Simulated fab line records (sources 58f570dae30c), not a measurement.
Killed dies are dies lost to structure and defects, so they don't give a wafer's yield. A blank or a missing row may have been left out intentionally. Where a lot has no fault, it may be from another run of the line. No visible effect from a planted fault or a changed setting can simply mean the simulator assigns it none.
The tool behind it: which one? + flow berkeley cmos170 + 7 lots with 21 wafers sampled at 2 steps, on a route of 331 steps

WHAT EACH GAUGE READ, for each wafer
UCB170_V1_BOW_MEAS_03.
| lot  | measured     | on            | V1_BOW (um)    |
|------|--------------|---------------|----------------|
| L782 | day 7 19:01  | film metro-04 | 39 43 48 - - - |
| L785 | day 8 11:19  | film metro-01 | 14 22 14       |
| L794 | day 9 23:09  | film metro-04 | 22 7 26        |
| L795 | day 10 07:06 | film metro-03 | 25 25 23       |
| L800 | day 10 19:29 | film metro-03 | 25 13 13       |
| L801 | day 11 10:51 | film metro-04 | 22 15 30       |
| L803 | day 11 15:15 | film metro-03 | 20 12 24       |

WHAT TOOL EACH LOT RAN ON (gives the tool, then ch and the chambers of the sampled wafers, and finally the start)
| lot  | UCB170_V1_CMP_02              |
|------|-------------------------------|
| L782 | cmp-01 ch 0,1,3, day 7 18:45  |
| L785 | cmp-02 ch 0,1,3, day 8 11:01  |
| L794 | cmp-02 ch 1,2,3, day 9 22:58  |
| L795 | cmp-02 ch 1,2, day 10 06:46   |
| L800 | cmp-02 ch 1,2, day 10 19:11   |
| L801 | cmp-01 ch 0,2,3, day 11 10:33 |
| L803 | cmp-01 ch 0,3, day 11 14:56   |
- UCB170_V1_CMP_02: polishes SiO2.

THE ANSWER, worked out from the rows above alone
Rule: usual is defined by the lots themselves. Put in order of their means at a reading, lots are off if they are a third of the lots or fewer, leave a main group of 4 or more, and stand apart from it by a gap of 3 or more times the standard deviation of the main group's means; of several such gaps the widest counts. A main group whose means are all the same, to the digits that the tables above print for the reading, isn't used. Also off: a lot with no number at a reading for which 4 or more lots have one. Any other lot the step has rows for is counted as sound.
Off: L782, at UCB170_V1_BOW_MEAS_03 (V1_BOW). The main group: mean 20 um, standard deviation 2.8.
A tool fits if, at a process step before that reading, it ran every lot that is off, and no sound lot after the first of them. Those tools and the gauges at UCB170_V1_BOW_MEAS_03 are tried in the same way. Not one of the candidates tried fits.

WHAT THE SIMULATOR HAD PUT IN
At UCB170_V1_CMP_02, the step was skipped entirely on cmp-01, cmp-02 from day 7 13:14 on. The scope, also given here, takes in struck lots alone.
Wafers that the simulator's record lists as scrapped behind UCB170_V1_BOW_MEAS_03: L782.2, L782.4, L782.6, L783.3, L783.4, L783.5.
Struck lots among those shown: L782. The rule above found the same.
